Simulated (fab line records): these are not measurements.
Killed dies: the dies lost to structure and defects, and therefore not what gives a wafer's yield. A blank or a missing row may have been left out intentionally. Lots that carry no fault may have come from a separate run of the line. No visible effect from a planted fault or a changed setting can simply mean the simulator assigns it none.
Matching of chambers + flow berkeley cmos170 + UCB170_SPACER_CVD_00 on pecvd-04: 3 sister chambers
The step deposits SiO2 from TEOS/O2, target thk 376 nm, time 47 s. 3 wafers are shown with their chamber, then 7 later ones without.

WAFERS, EACH WITH ITS CHAMBER
| wafer  | chamber | heater power w (W) |
|--------|---------|--------------------|
| L927.6 | 1       | 338                |
| L937.3 | 2       | 267                |
| L937.4 | 0       | 297                |

WAFERS WITH NO CHAMBER GIVEN
| wafer  | heater power w (W) |
|--------|--------------------|
| L937.6 | 287                |
| L941.2 | 290                |
| L941.5 | 337                |
| L941.6 | 308                |
| L942.1 | 321                |
| L942.2 | 293                |
| L942.6 | 321                |

EACH ONE'S CHAMBER
| wafer  | from the rows above     | in truth                   |
|--------|-------------------------|----------------------------|
| L937.6 | can't be placed: 0 or 2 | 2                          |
| L941.2 | can't be placed: 0 or 2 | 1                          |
| L941.5 | 1                       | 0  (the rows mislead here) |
| L941.6 | can't be placed: 0 or 1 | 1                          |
| L942.1 | can't be placed: 1 or 0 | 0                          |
| L942.2 | can't be placed: 0 or 2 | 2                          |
| L942.6 | can't be placed: 1 or 0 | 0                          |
Correct placement for 0 of the 7. From these rows, 6 cannot be placed; in 5 the true chamber is one of the candidates. Wrongly placed: 1.
How it was worked out, from the rows above alone: a wafer's distance from a chamber is the root of the sum, over the readings, of the square of ((its reading less the chamber's mean) divided by the reading's scatter). The wafer belongs to the nearest chamber; if the next one is less than 2 further off, it can't be placed. For every chamber, the mean is computed from those of its wafers that are shown. The scatter: with one shown wafer a chamber, the root of the mean of the squares of how far each hidden wafer lies from its nearest shown one.
